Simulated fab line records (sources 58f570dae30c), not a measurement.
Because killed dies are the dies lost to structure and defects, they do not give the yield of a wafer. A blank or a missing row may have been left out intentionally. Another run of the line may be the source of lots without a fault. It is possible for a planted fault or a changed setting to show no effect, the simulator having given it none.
Split-lot trial | flow berkeley-cmos170 | route with 331 steps; 5 lots, 22 wafers read

## ON THE SPLIT
At UCB170_NWELL_PEB_10, the setting peb-temp-c was moved away from the recipe's 130 C on 7 of the 22 wafers read, by +1.7% to +2.4%. All remaining wafers had this setting at the recipe value.

## FROM THE SPLIT TO THE READING: what the file shows between them, 1 step
- UCB170_NWELL_DEVELOP_11: develop time 45 s

## THE READING
NWELL.cd-nm (the simulator's own value, which no gauge read), in nm, at UCB170_NWELL_ETCH_13 (etches Si3N4 in CH3F/Ar/O2, stops on SiO2, target depth 246.4 nm, time 154 s). The file does not state a usual value for it. Across the 15 wafers here that went through the recipe, the average is 3000 nm and the standard deviation 1.9 nm.

wafer  | tool, chamber at the split | peb-temp-c as run, C | against the recipe | NWELL.cd-nm, nm | against lot-mates on the recipe
L074.2 | litho-track-04, 0          | 130                  | recipe             | 2998            | -
L074.5 | litho-track-04, 0          | 130                  | recipe             | 2998            | -
L074.3 | litho-track-04, 0          | 130                  | recipe             | 2997            | -
L076.1 | litho-track-04, 0          | 130                  | recipe             | 3002            | -
L076.2 | litho-track-04, 0          | 130                  | recipe             | 3004            | -
L076.4 | litho-track-04, 0          | 133.1                | +2.4%              | 3021            | +18
L076.5 | litho-track-04, 0          | 133.1                | +2.4%              | 3022            | +19
L076.6 | litho-track-04, 0          | 130                  | recipe             | 3003            | -
L080.1 | litho-track-01, 0          | 130                  | recipe             | 2998            | -
L080.6 | litho-track-01, 0          | 130                  | recipe             | 2998            | -
L080.3 | litho-track-01, 0          | 130                  | recipe             | 2999            | -
L080.4 | litho-track-01, 0          | 130                  | recipe             | 2999            | -
L081.2 | litho-track-01, 0          | 130                  | recipe             | 3000            | -
L081.3 | litho-track-01, 0          | 130                  | recipe             | 2999            | -
L081.4 | litho-track-01, 0          | 132.8                | +2.2%              | 3017            | +18
L081.5 | litho-track-01, 0          | 132.8                | +2.2%              | 3017            | +18
L081.6 | litho-track-01, 0          | 132.8                | +2.2%              | 3016            | +16
L083.1 | litho-track-04, 0          | 132.2                | +1.7%              | 3011            | +12
L083.2 | litho-track-04, 0          | 130                  | recipe             | 2999            | -
L083.5 | litho-track-04, 0          | 130                  | recipe             | 2999            | -
L083.3 | litho-track-04, 0          | 130                  | recipe             | 3000            | -
L083.6 | litho-track-04, 0          | 132.2                | +1.7%              | 3013            | +14

FIT RESULTS
A straight line over all 22 wafers: NWELL.cd-nm changes by +8.34 nm for each +1% of peb-temp-c; r = +0.98; the points scatter about the line by 1.9 nm.
The same after taking each lot's own level away (the mean of its wafers on the recipe; 22 wafers): +7.81 nm for each +1%; r = +1.00; scatter 0.67 nm.
That fit puts the effect of the largest move of peb-temp-c on the reading at 19 nm.
The span of the lots' own levels, 2997.7 to 3003.0 nm, comes to 2.8 times the standard deviation stated above.
Hence the lot-to-lot level has little effect on the slope; both slopes agree.
Check: +18.7 nm against its lot-mates is what the line predicts for one of the wafers moved furthest among these (+2.4%) when that wafer is left out of the fit. It came out at +18 nm against them.

## OTHER SPLITS ON THESE WAFERS
Other splits were also applied to these wafers ahead of the reading. Each is held against what the fit with the lots' levels taken away leaves over:
other split on the same wafers   | wafers away from the commonest value | r with NWELL.cd-nm (lot level and that fit taken away)
UCB170_NWELL_OXIDATION_01 temp-c | 15                                   | +0.20

## THE FILE'S OWN FIT
NWELL.cd-nm changes by +7.74 nm for each +1% of peb-temp-c, r = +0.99.
